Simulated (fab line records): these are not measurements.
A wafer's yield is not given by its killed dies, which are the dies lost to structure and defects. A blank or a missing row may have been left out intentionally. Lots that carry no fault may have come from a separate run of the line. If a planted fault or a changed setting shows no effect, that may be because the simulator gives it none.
fab line records | flow berkeley_cmos170
record: lots: 5 wafers: 23
route steps=331 shown START@3 NWELL@21 PWELL@49 ACTIVE@65 PFIELD@80 NVT@111 PVT@123 PLDD@148
start_h: start of the lot's first displayed wafer, in hours after the record's first day | wait_h: hours since the lot's step before | " as in the row above | L1.1+2: a row that stands for several wafers | - no value present, or no start provided | * or withheld: withheld | < > ~ a bound
route shown NAME@n: NAME is a module with steps in the file, n the number in the route of the first one | usual: mean and standard deviation over wafers with no fault | same: alike in all rows | chamber/n: place in a boat | sites: the reading at each site | _std_site: the standard deviation of these | _edge_site: mean of outer sites minus mean of inner sites | radius_mm: how far each site lies from the wafer's centre | mask NAME#n: copy n | behind: the tool/chamber that last shaped the wafer | hold: what put the lot on hold/how long, in hours/how the hold closed | device: whichever transistor did not switch (one of n, p or np) | end of line: the same wafers' tests at the end of the route | a step without rows: its recipe alone | killed: at the first sort, the dies lost to defects and structure; wafer yield is something else | map: the dies of a wafer, with x for killed, . for not killed, _ for no die there
set.NAME: the setting that was run; set.NAME@STEP: the one run at that earlier step | model.NAME: the simulator's own value behind a step, which no gauge read
lots with deliberately changed settings; one table per step, one row per wafer
== steps ==
step: UCB170_START_OXIDATION_02
recipe: temp_c: 950 ambient: O2 target_thk_a: 200 ox_time_s: 1800
columns lot.wafer tool chamber start_h wait_h set.temp_c model.SiO2_of_START_OXIDATION_02.thk_nm
L075.1 - - - 4.4 968.3 24.61
L075.2 " - " " 968.3 24.66
L075.4 " - " " 968.3 24.44
L075.5 " - " " 968.3 24.47
L075.6 " - " " 968.3 24.57
L080.1 - - - 0.4 962.6 22.75
L080.2 " - " " 962.6 23
L080.4 " - " " 962.6 22.97
L080.5 " - " " 962.6 23.01
L080.6 " - " " 962.6 22.91
L081.1 - - - 2.5 959.9 22.36
L081.2 " - " " 959.9 22.54
L081.3 " - " " 959.9 22.09
L081.4 " - " " 959.9 22.31
L081.5 " - " " 959.9 22.42
L083.3 furnace-04 0 58.27 3.1 950 20.07
L083.4 " 0 " " 950 19.74
L083.5 " 0 " " 950 20
L085.1 - - - 0.7 963.3 23.16
L085.3 " - " " 963.3 22.68
L085.4 " - " " 963.3 23
L085.5 " - " " 963.3 23.09
L085.6 " - " " 963.3 23.17
step: UCB170_START_THK_MEAS_03
recipe: reads: SiO2_of_START_OXIDATION_02
usual: START_OXIDE_THK: 20.2/0.34
columns lot.wafer tool chamber start_h wait_h set.temp_c@START_OXIDATION_02 START_OXIDE_THK[nm]
L075.1 film_metro-02 - - - 968.3 24.6
L075.2 " - " " 968.3 24.6
L075.4 " - " " 968.3 24.4
L075.5 " - " " 968.3 24.5
L075.6 " - " " 968.3 24.6
L080.1 film_metro-04 - - - 962.6 22.7
L080.2 " - " " 962.6 23.1
L080.4 " - " " 962.6 22.9
L080.5 " - " " 962.6 23.0
L080.6 " - " " 962.6 22.9
L081.1 film_metro-04 - - - 959.9 22.4
L081.2 " - " " 959.9 22.5
L081.3 " - " " 959.9 22.1
L081.4 " - " " 959.9 22.3
L081.5 " - " " 959.9 22.4
L083.3 film_metro-02 - 59.79 0.0 950 20.1
L083.4 " - " " 950 19.7
L083.5 " - " " 950 20.0
L085.1 film_metro-04 - - - 963.3 23.2
L085.3 " - " " 963.3 22.7
L085.4 " - " " 963.3 23.0
L085.5 " - " " 963.3 23.1
L085.6 " - " " 963.3 23.2
step: UCB170_NWELL_COAT_07
recipe: resist: KrF spin_rpm: 1500 resist_thk_nm: 900
columns lot.wafer tool chamber start_h wait_h set.spin_rpm model.KrF_of_NWELL_COAT_07.thk_nm
L075.1 litho_track-01 0 38.41 0.1 1392 932
L075.2 " 0 " " 1500 896.9
L075.4 " 0 " " 1392 934.2
L075.5 " 0 " " 1392 932.2
L075.6 " 0 " " 1500 898.6
L080.1 litho_track-01 0 58.90 0.1 1451 919
L080.2 " 0 " " 1500 907.8
L080.4 " 0 " " 1451 918.3
L080.5 " 0 " " 1451 917.5
L080.6 " 0 " " 1500 903.9
L081.1 litho_track-04 0 66.67 0.1 1500 897.7
L081.2 " 0 " " 1500 901.5
L081.3 " 0 " " 1589 873.1
L081.4 " 0 " " 1589 873.6
L081.5 " 0 " " 1589 873.5
L083.3 litho_track-01 0 79.59 0.1 1500 897.7
L083.4 " 0 " " 1500 901.7
L083.5 " 0 " " 1500 900.4
L085.1 litho_track-01 0 79.99 0.1 1393 933.8
L085.3 " 0 " " 1500 903.6
L085.4 " 0 " " 1393 933.7
L085.5 " 0 " " 1393 936.1
L085.6 " 0 " " 1500 901.2
step: UCB170_NWELL_DEVELOP_11
recipe: developer: TMAH develop_time_s: 45 resist: KrF dev_temp_c: 21
columns lot.wafer tool chamber start_h wait_h set.develop_time_s
L075.1+2+4+5+6 litho_track-04 0 - - 45
L080.1+2+4 litho_track-02 0 - - 41.05
L080.5+6 " 0 " " 45
L081.1+2+3+4+5 litho_track-04 0 - - 45
L083.3+4+5 litho_track-04 0 - - 45
L085.1+4+6 litho_track-02 0 - - 42.03
L085.3+5 " 0 " " 45
step: UCB170_NWELL_ETCH_13
recipe: chemistry: CH3F/Ar/O2 target: Si3N4 stop_on: SiO2 CH3F_flow_sccm: 20 Ar_flow_sccm: 50 O2_flow_sccm: 7 pressure_mtorr: 50 rf_w: 450 target_depth_a: 2464 over_etch_frac: 0.1 time_s: 154
step: UCB170_NWELL_IMPLANT_14
recipe: species: P dose_cm2: 1e+13 energy_kev: 150 tilt_deg: 7
step: UCB170_NWELL_STRIP_15
recipe: chemistry: O2 power_w: 400 pressure_mtorr: 3500 platen_temp_c: withheld o2_flow_sccm: 400 overash_fraction: 0.5
usual: strip_time_to_endpoint_s: 18.02/0.06
columns lot.wafer tool chamber start_h wait_h set.spin_rpm@NWELL_COAT_07 strip_time_to_endpoint_s
L075.1 plasma_asher-01 0 39.87 0.1 1392 18.82
L075.2 " 1 " " 1500 17.90
L075.4 " 0 " " 1392 18.80
L075.5 " 1 " " 1392 18.74
L075.6 " 0 " " 1500 17.93
L080.1 plasma_asher-02 0 60.48 0.1 1451 18.42
L080.2 " 1 " " 1500 18.12
L080.4 " 1 " " 1451 18.43
L080.5 " 0 " " 1451 18.46
L080.6 " 1 " " 1500 18.13
L081.1 plasma_asher-01 0 67.99 0.1 1500 17.91
L081.2 " 1 " " 1500 18.00
L081.3 " 1 " " 1589 17.32
L081.4 " 0 " " 1589 17.38
L081.5 " 1 " " 1589 17.39
L083.3 plasma_asher-02 0 81.63 0.1 1500 17.98
L083.4 " 1 " " 1500 18.04
L083.5 " 0 " " 1500 18.01
L085.1 plasma_asher-01 1 81.76 0.1 1393 18.82
L085.3 " 0 " " 1500 18.12
L085.4 " 1 " " 1393 18.81
L085.5 " 0 " " 1393 18.87
L085.6 " 1 " " 1500 18.02
step: UCB170_PWELL_IMPLANT_15
recipe: species: B dose_cm2: 5e+12 energy_kev: 60 tilt_deg: 7
columns lot.wafer tool chamber start_h wait_h set.energy_kev model.implant.drp_nm model.implant.rp_nm
L075.1+2 implanter-03 0 60.05 0.1 58.44 63.8 186
L075.4+5+6 " 0 " " 60 64.7 190.6
L081.1+4+5 implanter-02 0 81.22 0.1 57.76 63.4 181
L081.2+3 " 0 " " 60 64.7 187.4
L080.1+4+6 implanter-02 0 81.77 0.1 60 64.7 188.2
L080.2+5 " 0 " " 58.58 63.88 184.1
L085.1+3+6 implanter-02 0 99.86 0.1 63.25 66.51 193.9
L085.4+5 " 0 " " 60 64.7 181.1
L083.3+4+5 implanter-03 0 100.46 0.1 60 64.7 192.4
step: UCB170_ACTIVE_CVD_05
recipe: material: Si3N4 target_thk_nm: 220 temp_c: 800 precursor: SiH2Cl2/NH3 time_s: 3300 pressure_mtorr: 200 sih2cl2_flow_sccm: 25 nh3_flow_sccm: 75
columns lot.wafer tool chamber start_h wait_h set.time_s model.Si3N4_of_ACTIVE_CVD_05.thk_nm
L075.1 - - - 0.0 2912 193.8
L075.2 " - " " 2912 194.1
L075.4 " - " " 2912 192.2
L075.5 " - " " 2912 193.7
L075.6 " - " " 2912 193.4
L080.1 - - - 0.0 3519 236.8
L080.2 " - " " 3519 239.3
L080.4 " - " " 3519 237.4
L080.5 " - " " 3519 238.8
L080.6 " - " " 3519 236.3
L081.1 - - - 0.0 3300 221.1
L081.2 " - " " 3300 222.8
L081.3 " - " " 3300 222.5
L081.4 " - " " 3300 222.6
L081.5 " - " " 3300 219.8
L083.3 lpcvd-01 1 127.00 0.0 3300 226.3
L083.4 " 1 " " 3300 225.3
L083.5 " 1 " " 3300 226.7
L085.1 - - - 0.0 2825 190.3
L085.3 " - " " 2825 190.2
L085.4 " - " " 2825 189.3
L085.5 " - " " 2825 190.7
L085.6 " - " " 2825 190.1
step: UCB170_ACTIVE_THK_MEAS_06
recipe: reads: Si3N4_of_ACTIVE_CVD_05
usual: ACTIVE_NITRIDE_THK: 221.7/2.4
columns lot.wafer tool chamber start_h wait_h set.time_s@ACTIVE_CVD_05 ACTIVE_NITRIDE_THK[nm]
L075.1 film_metro-02 - - - 2912 193.8
L075.2 " - " " 2912 194.0
L075.4 " - " " 2912 192.2
L075.5 " - " " 2912 193.5
L075.6 " - " " 2912 193.4
L080.1 film_metro-04 - - - 3519 236.9
L080.2 " - " " 3519 239.6
L080.4 " - " " 3519 237.3
L080.5 " - " " 3519 239.1
L080.6 " - " " 3519 236.4
L081.1 film_metro-03 - - - 3300 221.2
L081.2 " - " " 3300 222.9
L081.3 " - " " 3300 222.6
L081.4 " - " " 3300 222.7
L081.5 " - " " 3300 219.7
L085.1 film_metro-04 - - - 2825 190.3
L085.3 " - " " 2825 190.1
L085.4 " - " " 2825 189.2
L085.5 " - " " 2825 190.7
L085.6 " - " " 2825 190.2
L083.3 film_metro-02 - 128.94 0.0 3300 226.4
L083.4 " - " " 3300 225.3
L083.5 " - " " 3300 226.6
step: UCB170_ACTIVE_ETCH_15
recipe: chemistry: CH3F/Ar/O2 target: Si3N4 stop_on: SiO2 CH3F_flow_sccm: 20 Ar_flow_sccm: 50 O2_flow_sccm: 7 pressure_mtorr: 50 rf_w: 450 target_depth_a: 2420 over_etch_frac: 0.1 time_s: 151
columns lot.wafer tool chamber start_h wait_h set.time_s set.time_s@ACTIVE_CVD_05 model.etch.depth_nm model.KrF_of_ACTIVE_COAT_08.thk_nm model.SiO2_of_ACTIVE_OXIDATION_02.thk_nm
L075.1 rie_diel-04 3 85.47 0.0 151 2912 - 723.2 23.87
L075.2 " 2 " " 169.4 2912 - 704.8 18.29
L075.4 " 1 " " 151 2912 192.2 720.9 23.81
L075.5 " 2 " " 169.4 2912 - 708.1 19.11
L075.6 " 3 " " 169.4 2912 193.4 704.3 18.87
L081.1 rie_diel-02 1 109.04 0.0 132.8 3300 - 741.5 23.18
L081.2 " 3 " " 151 3300 - 727.8 23.09
L081.3 " 0 " " 151 3300 - 725.8 23.13
L081.4 " 3 " " 132.8 3300 - 744.5 23.45
L081.5 " 0 " " 151 3300 - 724.9 22.77
L080.1 rie_diel-04 3 109.23 0.0 165.1 3519 236.8 711.9 18.78
L080.2 " 0 " " 165.1 3519 239.3 715.2 18.84
L080.4 " 3 " " 151 3519 237.4 725.1 21.96
L080.5 " 1 " " 151 3519 - 725.7 22.3
L080.6 " 0 " " 165.1 3519 - 714 18.36
L083.3 rie_diel-04 3 129.97 0.0 151 3300 226.3 724.1 23.24
L083.4 " 2 " " 151 3300 225.3 729.4 23.63
L083.5 " 3 " " 151 3300 226.7 726.7 23.01
L085.1 rie_diel-02 2 130.25 0.0 151 2825 - 723.7 22.94
L085.3 " 1 " " 132.7 2825 190.2 743.6 23.47
L085.4 " 3 " " 132.7 2825 - 746.7 23.72
L085.5 " 3 " " 151 2825 - 720.8 23.65
L085.6 " 0 " " 151 2825 - 723.7 23.28
step: UCB170_ACTIVE_STRIP_16
recipe: chemistry: O2 power_w: 400 pressure_mtorr: 3500 platen_temp_c: withheld o2_flow_sccm: 400 overash_fraction: 0.5
usual: strip_time_to_endpoint_s: 18.11/0.06
columns lot.wafer tool chamber start_h wait_h set.time_s@ACTIVE_ETCH_15 strip_time_to_endpoint_s
L075.1 plasma_asher-01 0 85.57 0.1 151 18.07
L075.2 " 1 " " 169.4 17.62
L075.4 " 0 " " 151 17.99
L075.5 " 1 " " 169.4 17.68
L075.6 " 0 " " 169.4 17.60
L081.1 plasma_asher-01 1 109.14 0.1 132.8 18.49
L081.2 " 0 " " 151 18.17
L081.3 " 0 " " 151 18.11
L081.4 " 1 " " 132.8 18.57
L081.5 " 0 " " 151 18.09
L080.1 plasma_asher-01 0 109.33 0.1 165.1 17.80
L080.2 " 1 " " 165.1 17.86
L080.4 " 0 " " 151 18.09
L080.5 " 1 " " 151 18.12
L080.6 " 0 " " 165.1 17.86
L083.3 plasma_asher-03 1 130.11 0.1 151 18.08
L083.4 " 0 " " 151 18.20
L083.5 " 0 " " 151 18.14
L085.1 plasma_asher-03 0 130.35 0.1 151 18.08
L085.3 " 1 " " 132.7 18.54
L085.4 " 0 " " 132.7 18.62
L085.5 " 1 " " 151 18.00
L085.6 " 0 " " 151 18.06
step: UCB170_PFIELD_COAT_01
recipe: resist: KrF spin_rpm: 1500 resist_thk_nm: 900
columns lot.wafer tool chamber start_h wait_h set.spin_rpm model.KrF_of_PFIELD_COAT_01.thk_nm
L075.1 litho_track-03 0 87.67 0.1 1500 897.5
L075.2 " 0 " " 1500 897.7
L075.4 " 0 " " 1500 896.1
L075.5 " 0 " " 1572 878.2
L075.6 " 0 " " 1572 876.6
L081.1 litho_track-04 0 110.09 0.1 1500 902.5
L081.2 " 0 " " 1579 882.8
L081.3 " 0 " " 1500 901.8
L081.4 " 0 " " 1579 881.1
L081.5 " 0 " " 1579 878.6
L080.1 litho_track-03 0 110.30 0.1 1500 905.4
L080.2 " 0 " " 1418 928.2
L080.4 " 0 " " 1500 903
L080.5 " 0 " " 1418 927.3
L080.6 " 0 " " 1418 928.6
L083.3 litho_track-04 0 130.91 0.1 1500 903.6
L083.4 " 0 " " 1500 901.7
L083.5 " 0 " " 1500 901.8
L085.1 litho_track-03 0 131.42 0.1 1500 901.4
L085.3 " 0 " " 1550 886.2
L085.4 " 0 " " 1550 886.8
L085.5 " 0 " " 1500 902.6
L085.6 " 0 " " 1550 887.8
step: UCB170_PFIELD_EXPOSE_03
recipe: mask_id: PFIELD na: 0.5 sigma_outer: 0.6 source_shape: conventional target_cd_nm: 1500 dose_mj: 30
columns lot.wafer tool chamber start_h wait_h mask set.dose_mj
L075.1+2+4+5+6 krf_scanner-01 0 88.18 0.3 PFIELD#0 30
L081.1+2+4 krf_scanner-02 0 110.52 0.2 PFIELD#0 32.21
L081.3+5 " 0 " " PFIELD#0 30
L080.1+2 krf_scanner-02 0 110.63 0.2 PFIELD#0 30
L080.4+5+6 " 0 " " PFIELD#0 31.16
L083.3+4+5 krf_scanner-02 0 131.20 0.1 PFIELD#0 30
L085.1+3+4+5+6 krf_scanner-02 0 131.74 0.2 PFIELD#0 30
step: UCB170_PFIELD_PEB_04
recipe: peb_temp_c: 130 peb_time_s: withheld resist: KrF
step: UCB170_PFIELD_DEVELOP_05
recipe: developer: TMAH develop_time_s: 45 resist: KrF dev_temp_c: 21
step: UCB170_PFIELD_IMPLANT_07
recipe: species: B dose_cm2: 2e+13 energy_kev: 80 tilt_deg: 7
step: UCB170_PFIELD_STRIP_08
recipe: chemistry: O2 power_w: 400 pressure_mtorr: 3500 platen_temp_c: withheld o2_flow_sccm: 400 overash_fraction: 0.5
usual: strip_time_to_endpoint_s: 21.67/0.054
columns lot.wafer tool chamber start_h wait_h set.spin_rpm@PFIELD_COAT_01 strip_time_to_endpoint_s
L075.1 plasma_asher-02 0 88.95 0.1 1500 21.57
L075.2 " 1 " " 1500 21.58
L075.4 " 1 " " 1500 21.54
L075.5 " 1 " " 1572 21.12
L075.6 " 0 " " 1572 21.07
L081.1 plasma_asher-02 1 111.32 0.1 1500 21.68
L081.2 " 0 " " 1579 21.20
L081.3 " 0 " " 1500 21.67
L081.4 " 1 " " 1579 21.18
L081.5 " 1 " " 1579 21.11
L080.1 plasma_asher-02 0 111.51 0.1 1500 21.77
L080.2 " 1 " " 1418 22.31
L080.4 " 1 " " 1500 21.70
L080.5 " 1 " " 1418 22.29
L080.6 " 0 " " 1418 22.30
L083.3 plasma_asher-02 0 132.38 0.1 1500 21.70
L083.4 " 1 " " 1500 21.66
L083.5 " 0 " " 1500 21.67
L085.1 plasma_asher-03 0 132.90 0.1 1500 21.66
L085.3 " 0 " " 1550 21.31
L085.4 " 1 " " 1550 21.32
L085.5 " 0 " " 1500 21.68
L085.6 " 1 " " 1550 21.34
step: UCB170_NVT_IMPLANT_07
recipe: species: BF2 dose_cm2: 3e+12 energy_kev: 50 tilt_deg: 7
columns lot.wafer tool chamber start_h wait_h set.energy_kev model.implant.rp_nm model.implant.drp_nm
L075.1+2+4+5+6 implanter-04 0 116.74 0.0 50 37.25 18.57
L080.1+2+5 implanter-01 0 138.49 0.0 50 37.28 18.57
L080.4+6 " 0 " " 48.74 36.35 18.23
L081.1+5 implanter-02 0 138.61 0.0 51.63 38.67 19.01
L081.2+3+4 " 0 " " 50 37.46 18.57
L085.1+4 implanter-02 0 158.98 0.0 47.66 34.16 17.94
L085.3+5+6 " 0 " " 50 35.82 18.57
L083.3+4+5 implanter-01 0 159.18 0.1 50 37.53 18.57
step: UCB170_PVT_STRIP_08
recipe: chemistry: O2 power_w: 400 pressure_mtorr: 3500 platen_temp_c: withheld o2_flow_sccm: 400 overash_fraction: 0.5
usual: strip_time_to_endpoint_s: 21.65/0.077
columns lot.wafer tool chamber start_h wait_h set.o2_flow_sccm strip_time_to_endpoint_s
L075.1 plasma_asher-02 1 119.44 0.1 381.2 21.82
L075.2 " 0 " " 381.2 21.74
L075.4 " 0 " " 400 21.63
L075.5 " 0 " " 400 21.59
L075.6 " 1 " " 381.2 21.78
L081.1 plasma_asher-01 1 143.85 0.1 352.1 22.04
L081.2 " 0 " " 352.1 22.07
L081.3 " 0 " " 400 21.63
L081.4 " 1 " " 400 21.63
L081.5 " 1 " " 352.1 22.04
L080.1 plasma_asher-02 1 144.12 0.1 400 21.60
L080.2 " 0 " " 458.5 21.21
L080.4 " 0 " " 400 21.60
L080.5 " 1 " " 400 21.62
L080.6 " 0 " " 458.5 21.25
L085.1 plasma_asher-01 0 160.97 0.1 400 21.69
L085.3 " 0 " " 400 21.69
L085.4 " 1 " " 379.7 21.84
L085.5 " 1 " " 379.7 21.81
L085.6 " 0 " " 379.7 21.86
L083.3 plasma_asher-02 0 161.12 0.1 400 21.64
L083.4 " 1 " " 400 21.60
L083.5 " 1 " " 400 21.61
step: UCB170_PLDD_EXPOSE_03
recipe: mask_id: PSELECT na: 0.5 sigma_outer: 0.6 source_shape: conventional target_cd_nm: 1200 dose_mj: 30
columns lot.wafer tool chamber start_h wait_h mask set.dose_mj
L075.1+2+5 krf_scanner-01 0 134.07 0.3 PSELECT#0 30
L075.4+6 " 0 " " PSELECT#0 28.16
L080.1+2+4 krf_scanner-01 0 156.26 0.3 PSELECT#0 31.51
L080.5+6 " 0 " " PSELECT#0 30
L081.1+2+3+4+5 krf_scanner-01 0 156.47 0.1 PSELECT#0 30
L085.1+6 krf_scanner-02 0 171.60 0.4 PSELECT#0 29.1
L085.3+4+5 " 0 " " PSELECT#0 30
L083.3+4+5 krf_scanner-02 0 172.48 0.1 PSELECT#0 30
step: UCB170_PLDD_PEB_04
recipe: peb_temp_c: 130 peb_time_s: withheld resist: KrF
step: UCB170_PLDD_DEVELOP_05
recipe: developer: TMAH develop_time_s: 45 resist: KrF dev_temp_c: 21
step: UCB170_PLDD_CD_MEAS_06
recipe: target_cd_nm: 1200
usual: cd_nm: 1199.4/1.1
columns lot.wafer tool chamber start_h wait_h set.dose_mj@PLDD_EXPOSE_03 cd_nm
L075.1 cd_sem-01 - 134.91 - 30 1199.2
L075.2 " - " " 30 1197.0
L075.4 " - " " 28.16 1186.2
L075.5 " - " " 30 1200.0
L075.6 " - " " 28.16 1187.0
L080.1 cd_sem-02 - 156.99 - 31.51 1208.1
L080.2 " - " " 31.51 1208.4
L080.4 " - " " 31.51 1209.3
L080.5 " - " " 30 1199.7
L080.6 " - " " 30 1198.7
L081.1 cd_sem-01 - 157.04 - 30 1198.9
L081.2 " - " " 30 1201.7
L081.3 " - " " 30 1200.4
L081.4 " - " " 30 1199.4
L081.5 " - " " 30 1198.9
L085.1 cd_sem-01 - 171.99 - 29.1 1192.4
L085.3 " - " " 30 1198.3
L085.4 " - " " 30 1196.1
L085.5 " - " " 30 1198.7
L085.6 " - " " 29.1 1192.6
L083.3 cd_sem-02 - 173.03 - 30 1197.5
L083.4 " - " " 30 1197.5
L083.5 " - " " 30 1198.7
step: UCB170_PLDD_IMPLANT_09
recipe: species: BF2 dose_cm2: 5e+13 energy_kev: 10 tilt_deg: 7 rotation_deg: 180
columns lot.wafer tool chamber start_h wait_h set.dose_cm2
L075.1+5 implanter-03 0 135.22 0.1 5.188e+13
L075.2+4+6 " 0 " " 5e+13
L080.1+2+4+5+6 implanter-04 0 157.30 0.1 5e+13
L081.1+2+3 implanter-03 0 157.35 0.1 4.804e+13
L081.4+5 " 0 " " 5e+13
L085.1+3+4+5+6 implanter-04 0 172.30 0.1 5e+13
L083.3+4+5 implanter-02 0 173.35 0.1 5e+13
== key ==
split: step: UCB170_START_OXIDATION_02 setting: temp_c stated: 950 by: lot
response: step: UCB170_START_OXIDATION_02 reading: model.SiO2_of_START_OXIDATION_02.thk_nm change: +2.37 per: 1% r: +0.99
response: step: UCB170_START_THK_MEAS_03 reading: START_OXIDE_THK change: +2.36 per: 1% r: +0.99
split: step: UCB170_NWELL_COAT_07 setting: spin_rpm stated: 1500 by: wafer
response: step: UCB170_NWELL_COAT_07 reading: model.KrF_of_NWELL_COAT_07.thk_nm change: -4.56 per: 1% r: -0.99
response: step: UCB170_NWELL_STRIP_15 reading: strip_time_to_endpoint_s change: * per: 1% r: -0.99
split: step: UCB170_NWELL_DEVELOP_11 setting: develop_time_s stated: 45 by: wafer
response none clear
split: step: UCB170_PWELL_IMPLANT_15 setting: energy_kev stated: 60 by: wafer
response: step: UCB170_PWELL_IMPLANT_15 reading: model.implant.drp_nm change: +0.341 per: 1% r: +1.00
response: step: UCB170_PWELL_IMPLANT_15 reading: model.implant.rp_nm change: +2.06 per: 1% r: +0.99
split: step: UCB170_ACTIVE_CVD_05 setting: time_s stated: 3300 by: lot
response: step: UCB170_ACTIVE_CVD_05 reading: model.Si3N4_of_ACTIVE_CVD_05.thk_nm change: +2.34 per: 1% r: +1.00
response: step: UCB170_ACTIVE_THK_MEAS_06 reading: ACTIVE_NITRIDE_THK change: +2.35 per: 1% r: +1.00
response: step: UCB170_ACTIVE_ETCH_15 reading: model.etch.depth_nm change: +2.41 per: 1% r: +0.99
split: step: UCB170_ACTIVE_ETCH_15 setting: time_s stated: 151 by: wafer
response: step: UCB170_ACTIVE_ETCH_15 reading: model.KrF_of_ACTIVE_COAT_08.thk_nm change: -1.48 per: 1% r: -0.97
response: step: UCB170_ACTIVE_ETCH_15 reading: model.SiO2_of_ACTIVE_OXIDATION_02.thk_nm shape: bent at_lowest: 23.59 at_stated: 23.13 at_highest: 18.76
response: step: UCB170_ACTIVE_STRIP_16 reading: strip_time_to_endpoint_s change: * per: 1% r: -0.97
split: step: UCB170_PFIELD_COAT_01 setting: spin_rpm stated: 1500 by: wafer
response: step: UCB170_PFIELD_COAT_01 reading: model.KrF_of_PFIELD_COAT_01.thk_nm change: -4.22 per: 1% r: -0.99
response: step: UCB170_PFIELD_STRIP_08 reading: strip_time_to_endpoint_s change: * per: 1% r: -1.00
split: step: UCB170_PFIELD_EXPOSE_03 setting: dose_mj stated: 30 by: wafer
response none clear
split: step: UCB170_NVT_IMPLANT_07 setting: energy_kev stated: 50 by: wafer
response: step: UCB170_NVT_IMPLANT_07 reading: model.implant.rp_nm change: +0.361 per: 1% r: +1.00
response: step: UCB170_NVT_IMPLANT_07 reading: model.implant.drp_nm change: +0.134 per: 1% r: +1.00
split: step: UCB170_PVT_STRIP_08 setting: o2_flow_sccm stated: 400 by: wafer
response: step: UCB170_PVT_STRIP_08 reading: strip_time_to_endpoint_s change: * per: 1% r: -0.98
split: step: UCB170_PLDD_EXPOSE_03 setting: dose_mj stated: 30 by: wafer
response: step: UCB170_PLDD_CD_MEAS_06 reading: cd_nm change: +1.91 per: 1% r: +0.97
split: step: UCB170_PLDD_IMPLANT_09 setting: dose_cm2 stated: 5e+13 by: wafer
response none in this file
